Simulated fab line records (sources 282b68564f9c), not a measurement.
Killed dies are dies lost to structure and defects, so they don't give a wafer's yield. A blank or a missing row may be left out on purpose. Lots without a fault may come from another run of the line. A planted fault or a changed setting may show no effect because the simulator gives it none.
Code-filled problem report in 8D (eight disciplines) form	flow rit_cmos	the parts of the form that need people (team, actions taken, sign-off) are left out

## 1. PROBLEM STATEMENT
Mean of run_length_s at RIT_M1_METAL_ETCH_12: 239.7 s across 2 wafers in 2 lots; on wafers with no fault it is 193.9 s (standard deviation 0.99). That is +46 standard deviations from the usual mean.
The step: etches Al in Cl2/BCl3, stops on SiO2, time 165 s, target depth 600 nm.
First observed at day 7 13:11: wafer L951.6, on rie_metal-01. The record has a number at this step for 42 wafers belonging to 14 lots. Rule for "out", or "out of limits": more than 4 standard deviations from the usual mean. Any other wafer with a number is counted as sound.

## 2. WHAT THIS IS AND IS NOT
question	is	is not
which readings at this step	run_length_s, oes_product_au	chamber_pressure_mTorr, drypump_motor_current_A, throttle_valve_pct
which lots	L951, L953	L934, L935, L938, L939, L940, L941, L942, L944, L945, L949, L950, L952
which wafers of those lots	L951.6, L953.3	L951.1, L951.3, L953.1, L953.4
read on which tools	rie_metal-01	rie_metal-02, rie_metal-03
when	from day 7 13:11	up to then (35 sound wafers); but 5 sound wafers of L952, L953 came after

## 3. SUSPECTS, AND WHAT RULES EACH OUT
Counting: a tool at a process step up to the reading stays a suspect if it ran every lot that is out. Sound lots after the first of them don't rule it out here, since some wafers of a struck lot are sound.
- rie_metal-01 at RIT_M1_METAL_ETCH_12 (etches Al in Cl2/BCl3, stops on SiO2, time 165 s, target depth 600 nm): kept. Ran every lot that is out, first one L951 (day 7 13:11); last sound lot up to then L950 (day 7 08:38). On those wafers its own readings are out: oes_product_au, run_length_s.
- The sound lot-mates ran in chamber 1 of rie_metal-01 at RIT_M1_METAL_ETCH_12, but the wafers that are out ran in chamber 0.
Remaining after the count: rie_metal-01 at RIT_M1_METAL_ETCH_12.

## 4. THE CAUSE (what the simulator had put in)
rie_metal-01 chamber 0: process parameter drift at RIT_M1_METAL_ETCH_12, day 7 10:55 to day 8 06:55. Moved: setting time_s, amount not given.
This tool alone remained once counting was done.

## 5. THE EFFECT CHAIN, in route order
One row per reading whose mean, taken over the struck wafers that have a number, lies over 3 standard deviations from the usual. Only readings whose record carries a usual standard deviation are examined. hours: median over the lots of the time between each lot's start at the first step of this table that gives one and its start at this step. sigmas: the change, counted in usual standard deviations.
hours	step	reading	usual	on struck wafers	change	sigmas
0	RIT_M1_METAL_ETCH_12	oes_product_au	0.772 a.u.	0.682	-0.090	-8.2
0	RIT_M1_METAL_ETCH_12	run_length_s	193.9 s	239.7	+45.8	+46
Process steps it contains:
- RIT_M1_METAL_ETCH_12: etches Al in Cl2/BCl3, stops on SiO2, time 165 s, target depth 600 nm.

## 6. WHAT WOULD HAVE CAUGHT IT SOONER
2 hours passed between the start of the fault at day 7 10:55 and the first reading out of limits in this record, taken at day 7 13:11.
